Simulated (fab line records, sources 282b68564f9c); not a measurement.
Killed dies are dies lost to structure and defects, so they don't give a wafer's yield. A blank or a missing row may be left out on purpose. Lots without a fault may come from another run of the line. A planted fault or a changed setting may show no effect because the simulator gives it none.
Which tool did it? | flow rit_cmos | 14 lots, 42 wafers sampled, at 1 step of a route of 202

WHAT THE GAUGES READ, wafer by wafer
The record holds no reading of a measuring or inspecting step that can be judged against a usual standard deviation.

WHICH TOOL RAN EACH LOT (tool, then ch and the chambers of the sampled wafers, then the start)
lot  | RIT_PWELL_PEB_04
L720 | litho_track-01 ch 0, day 1 22:03
L721 | litho_track-01 ch 0, day 2 02:34
L723 | litho_track-02 ch 0, day 2 17:53
L724 | litho_track-01 ch 0, day 3 00:35
L725 | litho_track-03 ch 0, day 3 00:40
L726 | litho_track-02 ch 0, day 3 06:02
L727 | litho_track-01 ch 0, day 3 09:50
L728 | litho_track-02 ch 0, day 3 14:13
L735 | litho_track-03 ch 0, day 5 02:26
L737 | litho_track-03, day 5 10:55
L738 | litho_track-02, day 5 15:56
L741 | litho_track-03 ch 0, day 6 07:49
L742 | litho_track-03 ch 0, day 6 11:37
L743 | litho_track-02 ch 0, day 6 16:33
- RIT_PWELL_PEB_04

WHAT THE TOOLS THEMSELVES READ (means of the sampled wafers that have a number; where no wafer has one, the mark that the record gives instead)
RIT_PWELL_PEB_04.
lot  | tool           | exhaust_pa (Pa)
L720 | litho_track-01 | 46.1
L721 | litho_track-01 | 45.5
L723 | litho_track-02 | 45.2
L724 | litho_track-01 | 46.0
L725 | litho_track-03 | 46.0
L726 | litho_track-02 | 45.4
L727 | litho_track-01 | 45.3
L728 | litho_track-02 | 45.4
L735 | litho_track-03 | 45.6
L737 | litho_track-03 | -
L738 | litho_track-02 | -
L741 | litho_track-03 | 45.6
L742 | litho_track-03 | 44.4
L743 | litho_track-02 | 44.4

THE ANSWER, worked out from the rows above alone
Rule: what is usual is taken from the lots themselves. Put in order of their means at a reading, lots are off if they are a third of the lots or fewer, leave a main group of 4 or more, and stand apart from it by a gap of 3 or more times the standard deviation of the main group's means; of several such gaps the widest counts. A main group whose means are all the same, to the digits that the tables above print for the reading, isn't used. A lot without any number at a reading at which 4 lots or more have one is off too. The other lots that the step has rows for count as sound. The gauges are gone through in route order, then the tools' own readings, and for those a lot's mean is taken as printed above. The first step at which some lot is off is used, and at that step the reading that is off furthest; a lot without a number counts as furthest.
Off: L737, L738, at RIT_PWELL_PEB_04 (exhaust_pa). Without a number there: L737, L738. The main group: mean 45.4 Pa, standard deviation 0.53.
A tool fits if, at that step or a process step before it, it ran every lot that is off, and no sound lot after the first of them. None of those tried fits.

WHAT THE SIMULATOR HAD PUT IN
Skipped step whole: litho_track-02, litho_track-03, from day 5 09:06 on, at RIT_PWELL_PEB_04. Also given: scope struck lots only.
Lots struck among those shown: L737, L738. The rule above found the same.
